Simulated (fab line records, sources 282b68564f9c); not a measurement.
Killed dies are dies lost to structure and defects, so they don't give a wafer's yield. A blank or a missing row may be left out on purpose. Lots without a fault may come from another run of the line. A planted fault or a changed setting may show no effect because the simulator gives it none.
fab line records | flow rit_cmos
record lots=7 wafers=21 last_day=7
route steps=202 shown NRETRO@55 PRETRO@64 M1@202
lots that met no fault: from a run of the same line without faults
start_h: hours from the record's first day to the start of the lot's first wafer shown | wait_h: hours since the lot's step before | " the same as in the row above | L1.1+2: a row that stands for several wafers | - no value, or no start given | * or withheld: withheld | < > ~ a bound
route shown NAME@n: a module of which the file shows steps, and the number in the route of the first | usual: mean/standard deviation of fault-free wafers | same: alike in all rows | chamber/n: place in a boat | sites: the reading at each site | _std_site: their standard deviation | _edge_site: outer sites' mean less inner sites' | radius_mm: how far each site lies from the wafer's centre | mask NAME#n: copy n | behind: the tool/chamber that last shaped the wafer | hold: why the lot was held/for how many hours/how that ended | device: the transistor (n, p or np) that didn't switch | end of line: the same wafers' tests at the end of the route | a step without rows: its recipe alone | killed: dies lost to structure and defects at the first sort, not the wafer's yield | map: a wafer's dies, x killed, . not, _ none there
set.NAME: the setting as run; set.NAME@STEP: as run at that earlier step | model.NAME: the simulator's own value behind a step, which no gauge read
lots at some steps of the route; a table a step, a row a wafer
services: from which hour (start_h, from the record's first day; less than 0 if before it) a tool's chamber was out of use, for how many hours, and why
## steps
# step RIT_NRETRO_SOFTBAKE_02
# recipe resist=NOVOLAK temp_c=90 time_s=60
# step RIT_NRETRO_EXPOSE_03
# recipe mask_id=M4 na=0.57 target_cd_nm=43900 dose_mj=250
# step RIT_NRETRO_PEB_04
# recipe resist=NOVOLAK temp_c=withheld time_s=withheld
# step RIT_NRETRO_DEVELOP_05
# recipe resist=NOVOLAK develop_time_s=68 dev_temp_c=23
# step RIT_NRETRO_OVL_MEAS_06
# usual NRETRO_OVL=0.5/1.6
# columns lot.wafer tool chamber start_h wait_h NRETRO_OVL[nm]
L343.1 overlay-02 - 62.49 - 1.2
L343.2 " - " " 1.6
L343.5 " - " " 1.2
L349.1 overlay-01 - 91.61 - 2.1
L349.3 " - " " 1.2
L349.4 " - " " 2.1
L353.2 overlay-01 - 108.40 - -1.0
L353.4 " - " " -2.3
L353.6 " - " " -1.9
L354.1 overlay-01 - 112.64 - 0.1
L354.2 " - " " 1.0
L354.3 " - " " -1.1
L355.1 overlay-01 - 116.79 - -1.6
L355.3 " - " " -2.0
L355.5 " - " " 0.1
L357.2 overlay-02 - 126.64 - 3.3
L357.4 " - " " 3.9
L357.5 " - " " 2.6
L360.2 overlay-01 - 141.23 - -1.3
L360.5 " - " " -0.1
L360.6 " - " " 1.3
# step RIT_NRETRO_HARDBAKE_07
# recipe resist=NOVOLAK temp_c=140 time_s=120
# step RIT_NRETRO_IMPLANT_08
# recipe species=P energy_kev=70 dose_cm2=1e+13 tilt_deg=7
# step RIT_NRETRO_STRIP_09
# recipe chemistry=O2 time_s=180 resist=NOVOLAK platen_temp_c=withheld power_w=500 pressure_mtorr=4000 o2_flow_sccm=4000
# usual drypump_motor_current_A=5.82/0.24
# columns lot.wafer tool chamber start_h wait_h drypump_motor_current_A rf_hours_counter_h
L343.1 plasma_asher-01 0 62.93 0.1 5.75 39
L343.2 " 1 " " 6.08 39
L343.5 " 0 " " 5.75 -
L349.1 plasma_asher-02 1 92.05 0.1 6.03 29
L349.3 " 0 " " 5.73 -
L349.4 " 1 " " 6.04 -
L353.2 plasma_asher-02 0 108.83 0.1 5.77 31
L353.4 " 1 " " 6.01 -
L353.6 " 0 " " 5.78 -
L354.1 plasma_asher-02 1 113.08 0.1 6.00 32
L354.2 " 0 " " 5.79 32
L354.3 " 1 " " 6.00 -
L355.1 plasma_asher-01 1 117.28 0.1 6.03 46
L355.3 " 0 " " 5.72 -
L355.5 " 0 " " 5.72 -
L357.2 plasma_asher-01 0 127.07 0.1 5.74 47
L357.4 " 1 " " 6.05 -
L357.5 " 1 " " 6.04 -
L360.2 plasma_asher-01 0 141.66 0.1 5.74 49
L360.5 " 0 " " 5.74 -
L360.6 " 1 " " 6.05 -
# step RIT_NRETRO_TW_MEAS_10
# usual NRETRO_TW=1049/5.6
# columns lot.wafer tool chamber start_h wait_h NRETRO_TW
L343.1 film_metro-02 - 63.10 0.1 1058
L343.2 " - " " 1057
L343.5 " - " " 1054
L349.1 film_metro-02 - 92.23 0.1 1050
L349.3 " - " " 1051
L349.4 " - " " 1054
L353.2 film_metro-01 - 109.02 0.1 1045
L353.4 " - " " 1046
L353.6 " - " " 1044
L354.1 film_metro-01 - 113.25 0.1 1042
L354.2 " - " " 1043
L354.3 " - " " 1044
L355.1 film_metro-01 - 117.45 0.1 1047
L355.3 " - " " 1043
L355.5 " - " " 1047
L357.2 film_metro-01 - 127.25 0.1 1046
L357.4 " - " " 1041
L357.5 " - " " 1046
L360.2 film_metro-03 - 141.85 0.1 1055
L360.5 " - " " 1054
L360.6 " - " " 1049
# step RIT_PRETRO_HMDS_00
# recipe prime_time_s=60 prime_temp_c=140
# step RIT_PRETRO_COAT_01
# recipe resist=NOVOLAK spin_rpm=2000 resist_thk_nm=1300
# step RIT_PRETRO_SOFTBAKE_02
# recipe resist=NOVOLAK temp_c=90 time_s=60
# step RIT_PRETRO_EXPOSE_03
# recipe mask_id=M5 na=0.57 target_cd_nm=43700 dose_mj=250
# usual reticle_temp_C=23.00/0.1
# columns lot.wafer tool chamber start_h wait_h mask reticle_temp_C model.PRETRO.overlay_x_nm
L343.1 iline_stepper-01 0 63.61 0.1 M5#0 22.94 -1.536
L343.2 " 0 " " M5#0 22.77 -1.536
L343.5 " 0 " " M5#0 22.92 -1.536
L349.1 iline_stepper-02 0 92.86 0.1 M5#0 22.88 0.04748
L349.3 " 0 " " M5#0 22.91 0.04748
L349.4 " 0 " " M5#0 22.96 0.04748
L353.2 iline_stepper-02 0 109.54 0.1 M5#0 22.95 6233
L353.4 " 0 " " M5#0 23.09 6233
L353.6 " 0 " " M5#0 23.11 6233
L354.1 iline_stepper-02 0 113.76 0.1 M5#0 22.95 6232
L354.2 " 0 " " M5#0 22.98 6232
L354.3 " 0 " " M5#0 23.04 6232
L355.1 iline_stepper-02 0 117.96 0.1 M5#0 23.13 6233
L355.3 " 0 " " M5#0 22.91 6233
L355.5 " 0 " " M5#0 22.98 6233
L357.2 iline_stepper-01 0 127.77 0.1 M5#0 22.91 -0.5301
L357.4 " 0 " " M5#0 23.11 -0.5301
L357.5 " 0 " " M5#0 23.01 -0.5301
L360.2 iline_stepper-01 0 142.43 0.2 M5#0 23.14 -0.7128
L360.5 " 0 " " M5#0 23.11 -0.7128
L360.6 " 0 " " M5#0 23.03 -0.7128
# step RIT_PRETRO_PEB_04
# recipe resist=NOVOLAK temp_c=withheld time_s=withheld
# step RIT_PRETRO_DEVELOP_05
# recipe resist=NOVOLAK develop_time_s=68 dev_temp_c=23
# step RIT_PRETRO_OVL_MEAS_06
# usual PRETRO_OVL=-0.5/1.4
# columns lot.wafer tool chamber start_h wait_h PRETRO_OVL[nm]
L343.1 overlay-01 - 64.04 - -3.5
L343.2 " - " " -3.4
L343.5 " - " " -1.9
L349.1 overlay-01 - 93.29 - -0.9
L349.3 " - " " -1.9
L349.4 " - " " -2.2
L353.2 overlay-01 - 109.96 - -
L353.4 " - " " -
L353.6 " - " " -
L354.1 overlay-02 - 114.19 - -
L354.2 " - " " -
L354.3 " - " " -
L355.1 overlay-02 - 118.39 - -
L355.3 " - " " -
L355.5 " - " " -
L357.2 overlay-02 - 128.29 - -0.5
L357.4 " - " " -2.1
L357.5 " - " " -0.8
L360.2 overlay-02 - 142.85 - -1.0
L360.5 " - " " 0.5
L360.6 " - " " 1.4
# step RIT_PRETRO_HARDBAKE_07
# recipe resist=NOVOLAK temp_c=140 time_s=120
# step RIT_M1_PROBE_99
# usual killed_at_contacts=0.1/0.37 killed_at_front_end=6.9/2.9 killed_dies=7.1/2.9 killed_on_rim=1.9/1.4 killed_open=3.3/1.8 killed_short=3.6/2.2
# same gross_dies=264 killed_at_M0_to_M3=0 killed_at_M4_up=0 killed_at_back_side=0 killed_at_other=0
# columns lot.wafer tool chamber start_h wait_h killed_at_contacts killed_at_front_end killed_dies killed_on_rim killed_open killed_short model.etest.pmos_0p3.r_on_ohm_um model.etest.pmos_turned.r_on_ohm_um model.etest.pmos_0p15.r_on_ohm_um model.etest.nmos_0p3.r_on_ohm_um model.etest.nmos_turned.drive_ua_um model.etest.nmos_0p15.r_on_ohm_um model.etest.nmos_0p15.drive_ua_um model.etest.pmos_0p15.drive_ua_um
L343.1 prober-02 - 98.65 0.1 0 5 5 1 2 3 6422 3612 2866 2157 311.1 1117 463.2 244.6
L343.2 prober-02 - 98.70 0.1 0 8 8 5 3 5 6752 3856 3026 2252 290.9 1153 438.7 228.3
L343.5 prober-02 - 98.85 0.2 0 2 2 1 1 1 6638 3641 2927 2248 318.6 1157 451.5 237.9
L349.1 prober-02 - 122.69 0.1 0 10 10 2 3 7 6185 3365 2683 2148 334.7 1097 485.3 264.9
L349.3 prober-02 - 122.79 0.2 0 5 5 1 3 2 6226 3484 2787 2154 322.7 1126 474.9 256.1
L349.4 prober-02 - 122.84 0.2 0 7 7 0 3 4 6234 3402 2702 2142 332.6 1096 488.9 265.2
L353.2 prober-02 - 138.89 0.1 0 264 264 70 4 6 5235 2750 2276 1775 487.9 971.5 614.7 363.8
L353.4 prober-02 - 138.99 0.2 0 264 264 70 2 4 5240 2722 2254 1779 494.8 964.5 621.1 361.8
L353.6 prober-02 - 139.09 0.2 0 264 264 70 3 2 5145 2675 2273 1769 489.9 967.1 614 364.5
L354.1 prober-01 - 142.69 0.1 0 264 264 70 2 1 5159 2734 2305 1751 504.1 984 612.2 354.3
L354.2 prober-01 - 142.74 0.1 0 264 264 70 5 3 5128 2658 2240 1749 505 964.1 617.2 361.4
L354.3 prober-01 - 142.79 0.2 0 264 264 70 3 3 5146 2699 2280 1769 505.5 973.5 612.4 359.5
L355.1 prober-02 - 145.51 0.1 0 264 264 70 2 2 5268 2814 2375 1754 499.4 979.3 617.7 341.8
L355.3 prober-02 - 145.61 0.2 0 264 264 70 2 2 5312 2814 2353 1756 504 987.6 610.6 343.6
L355.5 prober-02 - 145.71 0.2 0 264 264 70 2 2 5294 2846 2383 1758 495.6 981.6 608.6 341.2
L357.2 prober-02 - 158.21 0.1 0 4 4 1 1 3 6274 3390 2713 2172 320.4 1133 464.2 259.6
L357.4 prober-02 - 158.31 0.2 1 1 2 0 0 1 6332 3328 2658 2188 330.2 1102 478.6 267.8
L357.5 prober-02 - 158.36 0.2 1 5 6 2 1 4 6221 3316 2676 2188 332.6 1124 467.7 266.1
L360.2 prober-01 - 174.23 0.1 0 9 9 3 7 2 6390 3422 2782 2156 347.2 1109 482.8 255.6
L360.5 prober-01 - 174.38 0.2 0 9 9 3 4 5 6189 3335 2721 2100 350.5 1063 492.9 263
L360.6 prober-01 - 174.43 0.2 0 7 7 2 2 5 6223 3370 2726 2114 347.9 1083 481.5 259.3
# killed by level:class
L343.1 GATE:geometric_particle:open=2 GATE:geometric_particle:short=2 FOX1:geometric_particle:short=1
L343.2 GATE:geometric_particle:short=3 GATE:geometric_particle:open=2 FOX1:geometric_particle:short=1 FOX2:geometric_particle:short=1 FOX2:geometric_particle:open=1
L343.5 GATE:geometric_particle:open=1 GATE:geometric_particle:short=1
L349.1 GATE:geometric_particle:short=3 SPACER:geometric_particle:short=3 FOX1:geometric_particle:short=1 GATE:geometric_particle:open=1 REOX:geometric_particle:open=1 SPACER:geometric_particle:open=1
L349.3 GATE:geometric_particle:open=2 GATE:geometric_particle:short=1 SPACER:geometric_particle:open=1 SPACER:geometric_particle:short=1
L349.4 FOX2:geometric_particle:short=1 GATE:geometric_particle:open=1 GATE:geometric_particle:short=1 REOX:geometric_particle:short=1 REOX:geometric_particle:open=1 SPACER:geometric_particle:open=1 SPACER:geometric_particle:short=1
L353.2 PRETRO:overlay=254 FOX1:geometric_particle:short=3 GATE:geometric_particle:short=2 FOX1:geometric_particle:open=1 GATE:geometric_particle:open=1 REOX:geometric_particle:open=1 REOX:geometric_particle:short=1 SILICIDE:geometric_particle:open=1
L353.4 PRETRO:overlay=258 SILICIDE:geometric_particle:short=2 FOX1:geometric_particle:open=1 FOX1:geometric_particle:short=1 GATE:geometric_particle:short=1 REOX:geometric_particle:open=1
L353.6 PRETRO:overlay=259 FOX1:geometric_particle:open=2 GATE:geometric_particle:short=1 GATE:geometric_particle:open=1 REOX:geometric_particle:short=1
L354.1 PRETRO:overlay=261 FOX1:geometric_particle:short=1 FOX1:geometric_particle:open=1 SILICIDE:geometric_particle:open=1
L354.2 PRETRO:overlay=256 GATE:geometric_particle:open=4 SPACER:geometric_particle:short=2 REOX:geometric_particle:open=1 SILICIDE:geometric_particle:short=1
L354.3 PRETRO:overlay=258 GATE:geometric_particle:short=2 FOX1:geometric_particle:open=1 GATE:geometric_particle:open=1 REOX:geometric_particle:short=1 SPACER:geometric_particle:open=1
L355.1 PRETRO:overlay=260 ACTIVE:geometric_particle:open=1 FOX1:geometric_particle:short=1 GATE:geometric_particle:open=1 GATE:geometric_particle:short=1
L355.3 PRETRO:overlay=260 GATE:geometric_particle:short=2 FOX1:geometric_particle:open=1 REOX:geometric_particle:open=1
L355.5 PRETRO:overlay=259 GATE:geometric_particle:short=2 GATE:geometric_particle:open=1 REOX:geometric_particle:open=1 PWELL:coat_microbubble_printed=1
L357.2 GATE:geometric_particle:short=2 FOX2:geometric_particle:open=1 SILICIDE:geometric_particle:short=1
L357.4 GATE:geometric_particle:short=1 CONTACT:coat_microbubble_printed=1
L357.5 GATE:geometric_particle:short=2 GATE:geometric_particle:open=1 REOX:geometric_particle:short=1 SILICIDE:geometric_particle:short=1 CONTACT:coat_microbubble_printed=1
L360.2 GATE:geometric_particle:open=3 REOX:geometric_particle:open=2 FOX1:geometric_particle:open=1 FOX2:geometric_particle:short=1 GATE:geometric_particle:short=1 SILICIDE:geometric_particle:open=1
L360.5 FOX1:geometric_particle:short=3 REOX:geometric_particle:open=2 FOX1:geometric_particle:open=1 GATE:geometric_particle:short=1 REOX:geometric_particle:short=1 SPACER:geometric_particle:open=1
L360.6 FOX1:geometric_particle:short=1 GATE:geometric_particle:open=1 GATE:geometric_particle:short=1 SPACER:geometric_particle:short=1 SILICIDE:geometric_particle:short=1 SILICIDE:geometric_particle:open=1 STARTING-WAFER:geometric_particle:short=1
# map L353.2 (x killed, . not)
________xxxxxxx_______
_____xxxxxxxxxxxxx____
____xxxxxxxxxxxxxxx___
___xxxxxxxxxxxxxxxxx__
__xxxxxxxxxxxxxxxxxxx_
__xxxxxxxxxxxxxxxxxxx_
_xxxxxxxxxxxxxxxxxxxxx
_xxxxxxxxxxxxxxxxxxxxx
_xxxxxxxxxxxxxxxxxxxxx
_xxxxxxxxxxxxxxxxxxxxx
__xxxxxxxxxxxxxxxxxxx_
__xxxxxxxxxxxxxxxxxxx_
___xxxxxxxxxxxxxxxxx__
____xxxxxxxxxxxxxxx___
_____xxxxxxxxxxxxx____
________xxxxxxx_______
# map L354.1 (x killed, . not)
________xxxxxxx_______
_____xxxxxxxxxxxxx____
____xxxxxxxxxxxxxxx___
___xxxxxxxxxxxxxxxxx__
__xxxxxxxxxxxxxxxxxxx_
__xxxxxxxxxxxxxxxxxxx_
_xxxxxxxxxxxxxxxxxxxxx
_xxxxxxxxxxxxxxxxxxxxx
_xxxxxxxxxxxxxxxxxxxxx
_xxxxxxxxxxxxxxxxxxxxx
__xxxxxxxxxxxxxxxxxxx_
__xxxxxxxxxxxxxxxxxxx_
___xxxxxxxxxxxxxxxxx__
____xxxxxxxxxxxxxxx___
_____xxxxxxxxxxxxx____
________xxxxxxx_______
## services
# columns tool chamber start_h hours kind
plasma_asher-02 - 58.08 9.8 repair
plasma_asher-02 - 67.84 9.9 pm
iline_stepper-01 - 75.03 0.8 repair
iline_stepper-02 - 137.05 6.8 repair
## key
first_sign step=RIT_PRETRO_OVL_MEAS_06 reading=PRETRO_OVL direction=missing
effect step=RIT_M1_PROBE_99 reading=killed_at_front_end direction=up sigmas=90 usual=6.9 struck=264
model_effect step=RIT_PRETRO_EXPOSE_03 value=PRETRO.overlay_x_nm without=-0.02887 struck=6233
model_effect step=RIT_M1_PROBE_99 value=etest.pmos_0p3.r_on_ohm_um without=6252 struck=5214
more_kills_born_at RIT_PRETRO_EXPOSE_03@iline_stepper-02=2325
met_at RIT_PRETRO_EXPOSE_03
struck_wafers L353.2,L353.4,L353.6,L354.1,L354.2,L354.3,L355.1,L355.3,L355.5
tester_left_out L353,L354,L355
onset_between 92.86 109.54
fault kind=scanner_matching_overlay tool=iline_stepper-02 chamber=- onset_h=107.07 steps=RIT_PRETRO_EXPOSE_03 offset=6232.6
# tester_left_out: of these lots the tester's yield and bins aren't shown, on N5 and GAA mostly nor the transistor test; their killed dies are dies lost to structure and defects alone, not to doping, threshold or leakage, so they don't give the yield
